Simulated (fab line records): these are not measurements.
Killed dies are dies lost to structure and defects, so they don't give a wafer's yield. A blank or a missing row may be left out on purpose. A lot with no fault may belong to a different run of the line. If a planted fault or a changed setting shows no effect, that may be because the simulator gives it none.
Which tool was responsible? -- flow berkeleyCmos170 -- route of 331 steps, sampled at 1 step: 15 lots, 45 wafers

== WHAT THE GAUGES SHOWED, per wafer ==
The record lacks any reading of a measuring or inspecting step that a usual standard deviation could be used to judge.

== EACH LOT AND THE TOOL THAT RAN IT (in order: tool; ch and the chambers of the sampled wafers; start) ==
lot,UCB170_PVT_STRIP_08
L231,"plasmaAsher-02 ch 0,1, day 6 00:47"
L232,"plasmaAsher-03 ch 1, day 6 00:58"
L236,"plasmaAsher-03 ch 0,1, day 7 04:59"
L235,"plasmaAsher-01 ch 0,1, day 7 05:21"
L237,"plasmaAsher-03 ch 1, day 7 05:21"
L238,"plasmaAsher-02 ch 0,1, day 7 13:32"
L239,"plasmaAsher-01 ch 0,1, day 8 02:26"
L242,"plasmaAsher-02 ch 0,1, day 8 02:44"
L241,"plasmaAsher-01 ch 0,1, day 8 03:01"
L240,"plasmaAsher-03 ch 0,1, day 8 03:08"
L248,"plasmaAsher-03 ch 0,1, day 9 01:46"
L246,"plasmaAsher-02 ch 0, day 9 01:50"
L251,"plasmaAsher-01 ch 0,1, day 9 19:46"
L252,"plasmaAsher-02 ch 0,1, day 10 06:57"
L253,"plasmaAsher-01 ch 0,1, day 10 13:27"
- UCB170_PVT_STRIP_08: strips in O2.

== WHAT THE TOOLS THEMSELVES READ (means of the sampled wafers that have a number; where no wafer has one, the mark that the record gives instead) ==
UCB170_PVT_STRIP_08.
lot,tool,chamberPressureMTorr (mTorr),drypumpMotorCurrentA (A),oesProductAu (a.u.),stripTimeToEndpointS (s)
L231,plasmaAsher-02,3497,5.5,0.736,21.80
L232,plasmaAsher-03,3498,6.0,0.736,21.68
L236,plasmaAsher-03,3500,6.1,0.733,21.64
L235,plasmaAsher-01,3500,5.6,0.737,21.62
L237,plasmaAsher-03,3499,6.0,0.729,21.77
L238,plasmaAsher-02,3500,5.3,0.736,21.76
L239,plasmaAsher-01,3502,5.5,0.735,21.68
L242,plasmaAsher-02,-,-,-,-
L241,plasmaAsher-01,-,-,-,-
L240,plasmaAsher-03,-,-,-,-
L248,plasmaAsher-03,3497,6.0,0.735,21.62
L246,plasmaAsher-02,3500,5.0,0.732,21.74
L251,plasmaAsher-01,3500,5.5,0.734,21.79
L252,plasmaAsher-02,3501,5.5,0.735,21.64
L253,plasmaAsher-01,3503,5.5,0.730,21.60

== THE ANSWER, worked out from the rows above alone ==
Rule: the usual values come from the lots themselves. Put in order of their means at a reading, lots are off if they are a third of the lots or fewer, leave a main group of 4 or more, and stand apart from it by a gap of 3 or more times the standard deviation of the main group's means; of several such gaps the widest counts. If all means in a main group match to the digits the tables above print for the reading, that group is not used. A lot without any number at a reading at which 4 lots or more have one is off too. Any other lot the step has rows for is counted as sound. The gauges are gone through in route order, then the tools' own readings, and for those a lot's mean is taken as printed above. The first step at which some lot is off is used, and at that step the reading that is off furthest; a lot without a number counts as furthest.
Off, at UCB170_PVT_STRIP_08 on chamberPressureMTorr: L242, L241, L240. Without a number there: L242, L241, L240. The main group: mean 3500 mTorr, standard deviation 1.7.
If a tool, at that step or one of the process steps before it, ran each lot that is off and ran no sound lot following the first of them, it fits. Of those tried, none fits.

== WHAT THE SIMULATOR HAD INSERTED ==
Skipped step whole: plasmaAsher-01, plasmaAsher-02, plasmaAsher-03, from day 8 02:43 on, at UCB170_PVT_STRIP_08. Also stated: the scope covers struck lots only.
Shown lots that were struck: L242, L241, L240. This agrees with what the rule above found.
